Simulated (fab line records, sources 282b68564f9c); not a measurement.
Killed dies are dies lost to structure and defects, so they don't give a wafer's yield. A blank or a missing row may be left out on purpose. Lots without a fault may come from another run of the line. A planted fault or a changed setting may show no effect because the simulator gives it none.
Split-lot experiment | flow rit_cmos | 5 lots, 23 wafers read, on a route of 202 steps

THE SPLIT
At RIT_GATE_COAT_11 (resist thk 850 nm), the setting resist_thk_nm was moved away from the recipe's 850 nm on 9 of the 23 wafers read, by -3.0% to +4.8%. The other wafers ran this setting at the recipe's value.

FROM THE SPLIT TO THE READING: what the file shows between them, 2 steps
- RIT_GATE_DEVELOP_15: develop time 50 s (also split here: develop_time_s)
- RIT_GATE_HARDBAKE_18: time 60 s

THE READING
NOVOLAK_of_GATE_COAT_11.thk_nm (the simulator's own value, which no gauge read), in nm, at RIT_GATE_ETCH_19 (etches poly-Si in SF6/CHF3/O2, stops on SiO2, time 165 s, target depth 312.5 nm). The file gives no usual value for it. The 14 wafers here that ran the recipe average 670.6 nm, standard deviation 2.6 nm.

wafer  | tool, chamber at the split | resist_thk_nm as run, nm | against the recipe | NOVOLAK_of_GATE_COAT_11.thk_nm, nm | against lot-mates on the recipe
L076.1 | litho_track-02, 0          | 850                      | recipe             | 668.6                              | -
L076.3 | litho_track-02, 0          | 850                      | recipe             | 671.1                              | -
L076.6 | litho_track-02, 0          | 850                      | recipe             | 670.6                              | -
L077.1 | litho_track-02, 0          | 850                      | recipe             | 670.6                              | -
L077.3 | litho_track-02, 0          | 850                      | recipe             | 669.4                              | -
L077.4 | litho_track-02, 0          | 850                      | recipe             | 670.2                              | -
L077.5 | litho_track-02, 0          | 850                      | recipe             | 670.3                              | -
L077.6 | litho_track-02, 0          | 850                      | recipe             | 667.7                              | -
L078.1 | litho_track-01, 0          | 865                      | +1.8%              | 687.1                              | +16.2
L078.2 | litho_track-01, 0          | 865                      | +1.8%              | 690.5                              | +19.6
L078.3 | litho_track-01, 0          | 850                      | recipe             | 668.6                              | -
L078.4 | litho_track-01, 0          | 865                      | +1.8%              | 686.6                              | +15.8
L078.5 | litho_track-01, 0          | 850                      | recipe             | 673.1                              | -
L080.1 | litho_track-04, 0          | 891                      | +4.8%              | 704.5                              | +35.0
L080.2 | litho_track-04, 0          | 850                      | recipe             | 669.5                              | -
L080.3 | litho_track-04, 0          | 891                      | +4.8%              | 703.4                              | +33.9
L080.5 | litho_track-04, 0          | 850                      | recipe             | 669.5                              | -
L080.6 | litho_track-04, 0          | 891                      | +4.8%              | 704.9                              | +35.4
L084.1 | litho_track-02, 0          | 824.2                    | -3.0%              | 650.9                              | -24.1
L084.2 | litho_track-02, 0          | 824.2                    | -3.0%              | 653.8                              | -21.2
L084.3 | litho_track-02, 0          | 824.2                    | -3.0%              | 657.1                              | -17.9
L084.4 | litho_track-02, 0          | 850                      | recipe             | 671.3                              | -
L084.5 | litho_track-02, 0          | 850                      | recipe             | 678.6                              | -

THE FIT
A straight line over all 23 wafers: NOVOLAK_of_GATE_COAT_11.thk_nm changes by +6.71 nm for each +1% of resist_thk_nm; r = +0.98; the points scatter about the line by 3.2 nm.
The same after taking each lot's own level away (the mean of its wafers on the recipe; 23 wafers): +7.29 nm for each +1%; r = +0.99; scatter 2.5 nm.
On that fit, the largest move of resist_thk_nm shifts the reading by 35 nm.
The lots' own levels span 669.50 to 674.95 nm, that is 2.1 times the standard deviation above.
So the lot-to-lot level changes the slope little: the two slopes agree.
Check: with one of the wafers moved furthest among these (+4.8%) left out of the fit, the line predicts +36.1 nm for it against its lot-mates. It came out at +35 nm against them.

OTHER SPLITS ON THESE WAFERS
These wafers also went through other splits before the reading. Each is held against what the fit with the lots' levels taken away leaves over:
other split on the same wafers       | wafers away from the commonest value | r with NOVOLAK_of_GATE_COAT_11.thk_nm (lot level and that fit taken away)
RIT_ACTIVE_EXPOSE_08 dose_mj         | 5                                    | +0.54
RIT_ACTIVE_DEVELOP_10 develop_time_s | 9                                    | +0.17
RIT_ACTIVE_ETCH_13 over_etch_frac    | 10                                   | -0.01
RIT_NWELL_IMPLANT_08 dose_cm2        | 8                                    | +0.16
RIT_PWELL_DEVELOP_05 dev_temp_c      | 11                                   | +0.24
RIT_GATE_OXIDATION_05 ox_time_s      | 10                                   | +0.38
RIT_GATE_DEVELOP_15 develop_time_s   | 4                                    | +0.72

THE WHOLE CHAIN: every reading that the file lists as answering this split, in the file's order
step                 | what it does                                                                    | reading                                                                         | change (the file's fit)              | r (the file's)
RIT_GATE_COAT_11     | resist thk 850 nm                                                               | NOVOLAK_of_GATE_COAT_11.thk_nm (the simulator's own value, which no gauge read) | +8.19 nm for each +1% of the setting | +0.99
RIT_GATE_HARDBAKE_18 | time 60 s                                                                       | NOVOLAK_of_GATE_COAT_11.thk_nm (the simulator's own value, which no gauge read) | +7.17 nm for each +1% of the setting | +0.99
RIT_GATE_ETCH_19     | etches poly-Si in SF6/CHF3/O2, stops on SiO2, time 165 s, target depth 312.5 nm | NOVOLAK_of_GATE_COAT_11.thk_nm (the simulator's own value, which no gauge read) | +7.36 nm for each +1% of the setting | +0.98

THE FILE'S OWN FIT
NOVOLAK_of_GATE_COAT_11.thk_nm changes by +7.36 nm for each +1% of resist_thk_nm, r = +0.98.
